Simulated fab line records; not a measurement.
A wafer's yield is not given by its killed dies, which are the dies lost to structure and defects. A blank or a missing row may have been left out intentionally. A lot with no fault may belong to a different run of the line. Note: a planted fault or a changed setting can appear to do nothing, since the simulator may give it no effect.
2 desks looking at one fault || flow ritCmos || numbers are kept per desk, each desk with only its own; the story behind them comes last

== FROM THE METROLOGY DESK ==
Lot by lot, what the gauges showed, no matter which tool ran the lot: averages of those sampled wafers that carry a number. Marked OUT: a lot whose mean sits more than 4 standard deviations from the usual mean, which makes it out of limits; the brackets give that distance.
Columns: A = ACTIVE_OXIDE_THK at RIT_ACTIVE_THK_MEAS_02, usual 47.7 nm; B = ACTIVE_NITRIDE_THK at RIT_ACTIVE_THK_MEAS_04, usual 150.0 nm; C = cdNm at RIT_ACTIVE_CD_MEAS_11, usual 1400.2 nm
{"lot": "L503", "first seen here": "day 1 22:56", "A": 47.5, "B": 148.9, "C": 1399.6}
{"lot": "L507", "first seen here": "day 2 19:36", "A": 48.2, "B": 150.0, "C": 1396.9}
{"lot": "L512", "first seen here": "day 3 19:23", "A": 47.5, "B": 150.2, "C": 1400.6}
{"lot": "L517", "first seen here": "day 4 20:04", "A": 45.8, "B": 149.1, "C": 1399.5}
{"lot": "L522", "first seen here": "day 5 21:56", "A": 48.6, "B": 149.0, "C": 1398.0}
{"lot": "L523", "first seen here": "day 6 04:00", "A": 47.6, "B": 150.9, "C": 1404.2}
This desk's finding: nothing out of limits on any of the 6 lots.

== DESK OF THE TOOL OWNER: rieDiel-02 ==
The tool's own readings at RIT_ACTIVE_ETCH_13 (etches Si3N4 in SF6, stops on SiO2, time 210 s, target depth 210 nm): means of the sampled wafers that have a number, for each lot that ran on this tool. Marked OUT: a lot whose mean sits more than 4 standard deviations from the usual mean, which makes it out of limits; the brackets give that distance.
Columns: A = drypumpMotorCurrentA at RIT_ACTIVE_ETCH_13, usual 5.7 A; B = oesProductAu at RIT_ACTIVE_ETCH_13, usual 0.816 a.u.; C = throttleValvePct at RIT_ACTIVE_ETCH_13, usual 7.49 %
{"lot": "L507", "first seen here": "day 2 22:23", "A": 5.6, "B": "0.920 (+9.5) OUT", "C": 7.47}
{"lot": "L512", "first seen here": "day 3 22:10", "A": 5.6, "B": "0.868 (+4.7) OUT", "C": 7.44}
{"lot": "L523", "first seen here": "day 6 06:39", "A": 5.6, "B": 0.815, "C": 7.50}
This desk finds L507, L512 out of limits, L507 being first, at day 2 22:23 (oesProductAu at RIT_ACTIVE_ETCH_13). L523: within limits.

== PUT TOGETHER ==
At day 2 22:23, on L507, L512, the tool owner's desk was in a position to raise an alarm.
Metrology desk: nothing out of limits seen.
The metrology desk holds a record of L507, L512, inside its limits.
On rieDiel-02, each named lot ran RIT_ACTIVE_ETCH_13.

== WHAT WAS PUT IN BY THE SIMULATOR ==
rieDiel-02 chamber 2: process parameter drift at RIT_ACTIVE_ETCH_13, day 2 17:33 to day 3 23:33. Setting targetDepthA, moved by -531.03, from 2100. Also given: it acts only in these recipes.
Lots struck among those shown: L507, L512.
Time in hours from fault onset to the first out-of-limits reading at each desk: the tool owner's desk, 5.
